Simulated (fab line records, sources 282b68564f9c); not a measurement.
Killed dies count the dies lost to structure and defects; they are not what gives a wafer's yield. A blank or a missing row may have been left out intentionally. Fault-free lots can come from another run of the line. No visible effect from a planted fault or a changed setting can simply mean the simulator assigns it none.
Which tool was responsible?    flow rit_cmos    7 lots, 21 wafers sampled, at 3 steps of a route of 202

== WHAT EACH GAUGE READ, for each wafer ==
RIT_PRETRO_TW_MEAS_10.
lot   measured     on             PRETRO_TW
L167  day 2 17:19  film_metro-04  484 481 486
L170  day 3 09:52  film_metro-02  30 30 30
L172  day 3 22:16  film_metro-04  30 30 30
L180  day 5 12:29  film_metro-02  472 475 475
L182  day 5 21:37  film_metro-03  469 472 469
L185  day 6 12:05  film_metro-04  475 478 476
L187  day 6 21:00  film_metro-03  471 470 474

== WHAT TOOL EACH LOT RAN ON (gives the tool, then ch and the chambers of the sampled wafers, and finally the start) ==
lot   RIT_PWELL_STRIP_09                   RIT_NRETRO_STRIP_09
L167  plasma_asher-04 ch 0,1, day 2 08:38  plasma_asher-03 ch 0,1, day 2 15:38
L170  plasma_asher-03 ch 0,1, day 3 01:07  plasma_asher-02 ch 0,1, day 3 08:09
L172  plasma_asher-03 ch 0,1, day 3 13:18  plasma_asher-04 ch 0,1, day 3 20:18
L180  plasma_asher-03 ch 0,1, day 5 03:36  plasma_asher-02 ch 0,1, day 5 10:28
L182  plasma_asher-01 ch 0,1, day 5 11:44  plasma_asher-02 ch 0,1, day 5 19:46
L185  plasma_asher-03 ch 0,1, day 6 03:10  plasma_asher-04 ch 0,1, day 6 10:03
L187  plasma_asher-03 ch 0,1, day 6 12:26  plasma_asher-03 ch 0,1, day 6 19:18
- RIT_PWELL_STRIP_09: strips in O2, time 180 s.
- RIT_NRETRO_STRIP_09: strips in O2, time 180 s.

== THE ANSWER, worked out from the rows above alone ==
Rule: usual is defined by the lots themselves. Put in order of their means at a reading, lots are off if they are a third of the lots or fewer, leave a main group of 4 or more, and stand apart from it by a gap of 3 or more times the standard deviation of the main group's means; of several such gaps the widest counts. The tables above print the reading to a certain number of digits; a main group whose means all agree to those digits is not used. A lot without any number at a reading at which 4 lots or more have one is off too. The other lots that the step has rows for count as sound.
Off: L170, L172, seen at RIT_PRETRO_TW_MEAS_10 (PRETRO_TW). The main group has a mean of 475 with a standard deviation of 4.8.
A tool fits if, at a process step before that reading, it ran every lot that is off, and no sound lot after the first of them. Gauges at RIT_PRETRO_TW_MEAS_10: tried the same way as those tools. No candidate that was tried fits.

== WHAT THE SIMULATOR HAD PUT IN ==
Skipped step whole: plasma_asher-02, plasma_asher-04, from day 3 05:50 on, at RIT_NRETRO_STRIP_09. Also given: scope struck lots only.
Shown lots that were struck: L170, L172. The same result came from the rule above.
